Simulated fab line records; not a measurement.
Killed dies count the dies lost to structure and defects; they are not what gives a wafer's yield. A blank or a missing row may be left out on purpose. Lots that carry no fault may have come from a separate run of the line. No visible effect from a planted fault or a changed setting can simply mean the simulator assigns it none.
2 desks, one fault || flow berkeley-cmos170 || each desk has only its own numbers; what lay behind them comes last

== DESK OF THE TOOL OWNER: pvd-sputter-03 ==
The tool's own readings at UCB170_M2_SPUTTER_01 (material Al, target thk 900 nm, time 120 s): means of the sampled wafers that have a number, for each lot that ran on this tool. A lot is out of limits, marked OUT, if its mean lies more than 4 standard deviations from the usual mean; the brackets give that distance.
Columns: A = throttle-valve-pct at UCB170_M2_SPUTTER_01, usual 29.6 %
{"lot": "L310", "first seen here": "day 8 19:05", "A": 29.4}
{"lot": "L314", "first seen here": "day 9 07:14", "A": 29.3}
{"lot": "L311", "first seen here": "day 9 08:22", "A": 30.2}
{"lot": "L315", "first seen here": "day 9 09:01", "A": 30.3}
{"lot": "L319", "first seen here": "day 10 18:08", "A": 30.2}
{"lot": "L323", "first seen here": "day 11 05:29", "A": 29.5}
This desk's verdict: no lot among the 6 shows anything out of limits.

== FROM THE METROLOGY DESK ==
What the gauges read for every lot (on any tool): the sampled wafers with a number, averaged. A lot is out of limits, marked OUT, if its mean lies more than 4 standard deviations from the usual mean; the brackets give that distance.
Columns: A = cd-nm at UCB170_V1_CD_MEAS_90, usual 700.0 nm
{"lot": "L310", "first seen here": "day 8 18:56", "A": 699.2}
{"lot": "L313", "first seen here": "day 9 06:13", "A": 698.2}
{"lot": "L314", "first seen here": "day 9 07:03", "A": 699.6}
{"lot": "L312", "first seen here": "day 9 08:07", "A": 698.2}
{"lot": "L311", "first seen here": "day 9 08:12", "A": 700.2}
{"lot": "L315", "first seen here": "day 9 08:52", "A": 700.4}
{"lot": "L319", "first seen here": "day 10 17:59", "A": 698.7}
{"lot": "L320", "first seen here": "day 10 18:16", "A": 703.0}
{"lot": "L323", "first seen here": "day 11 05:18", "A": 700.1}
{"lot": "L328", "first seen here": "day 12 06:10", "A": 699.6}
{"lot": "L326", "first seen here": "day 12 07:42", "A": 701.9}
{"lot": "L329", "first seen here": "day 13 04:37", "A": 698.7}
{"lot": "L330", "first seen here": "day 13 12:37", "A": 699.2}
{"lot": "L331", "first seen here": "day 13 16:21", "A": 699.4}
This desk's verdict: no lot among the 14 shows anything out of limits.

== BROUGHT TOGETHER ==
The tool owner's desk saw nothing out of limits.
Metrology desk: nothing out of limits seen.

== WHAT THE SIMULATOR PUT IN ==
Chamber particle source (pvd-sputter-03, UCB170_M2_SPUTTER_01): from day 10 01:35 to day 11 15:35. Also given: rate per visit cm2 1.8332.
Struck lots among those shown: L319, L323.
